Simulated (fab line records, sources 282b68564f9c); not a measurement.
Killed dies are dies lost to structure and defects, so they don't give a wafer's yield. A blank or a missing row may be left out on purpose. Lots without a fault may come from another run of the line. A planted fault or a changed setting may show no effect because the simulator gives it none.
One fault seen from 2 desks | flow rit_cmos | each desk has only its own numbers; what lay behind them comes last

THE METROLOGY DESK
What the gauges read, lot by lot, whatever tool the lot ran on: means of the sampled wafers that have a number. A lot is out of limits, marked OUT, if its mean lies more than 4 standard deviations from the usual mean; the brackets give that distance.
Columns: A = GATE_OXIDE_THK at RIT_GATE_THK_MEAS_07, usual 3.00 nm; B = GATE_POLY_THK at RIT_GATE_THK_MEAS_09, usual 250.4 nm; C = cd_nm at RIT_GATE_CD_MEAS_16, usual 150.0 nm; D = GATE_OVL at RIT_GATE_OVL_MEAS_17, usual -0.3 nm
lot  | first seen here | A    | B     | C     | D
L420 | day 3 01:47     | 3.03 | 250.4 | 144.9 | -0.1
L423 | day 3 15:57     | 3.03 | 249.0 | 149.8 | -0.5
L429 | day 5 00:22     | 2.93 | 250.7 | 151.0 | 3.0
L433 | day 5 20:10     | 3.04 | 251.4 | 150.7 | -0.5
L435 | day 6 05:04     | 2.98 | 256.2 | 150.3 | -0.6
L440 | day 7 08:52     | 2.95 | 253.8 | 146.5 | 0.6
This desk's finding: nothing out of limits on any of the 6 lots.

THE TOOL OWNER'S DESK: rie_si-02
The tool's own readings at RIT_GATE_ETCH_19 (etches poly-Si in SF6/CHF3/O2, stops on SiO2, time 165 s, target depth 312.5 nm): means of the sampled wafers that have a number, for each lot that ran on this tool. A lot is out of limits, marked OUT, if its mean lies more than 4 standard deviations from the usual mean; the brackets give that distance.
Columns: A = chamber_pressure_mTorr at RIT_GATE_ETCH_19, usual 40.00 mTorr; B = drypump_motor_current_A at RIT_GATE_ETCH_19, usual 5.8 A; C = oes_product_au at RIT_GATE_ETCH_19, usual 0.849 a.u.; D = throttle_valve_pct at RIT_GATE_ETCH_19, usual 10.29 %
lot  | first seen here | A     | B   | C     | D
L423 | day 3 19:39     | 40.01 | 5.5 | 0.853 | 10.39
L429 | day 5 04:04     | 39.99 | 5.5 | 0.857 | 10.35
L433 | day 5 23:04     | 40.02 | 5.6 | 0.862 | 10.34
L435 | day 6 07:57     | 39.99 | 5.5 | 0.887 | 10.40
This desk's finding: nothing out of limits on any of the 4 lots.

PUT TOGETHER
The metrology desk saw nothing out of limits.
The tool owner's desk saw nothing out of limits.

WHAT THE SIMULATOR HAD PUT IN
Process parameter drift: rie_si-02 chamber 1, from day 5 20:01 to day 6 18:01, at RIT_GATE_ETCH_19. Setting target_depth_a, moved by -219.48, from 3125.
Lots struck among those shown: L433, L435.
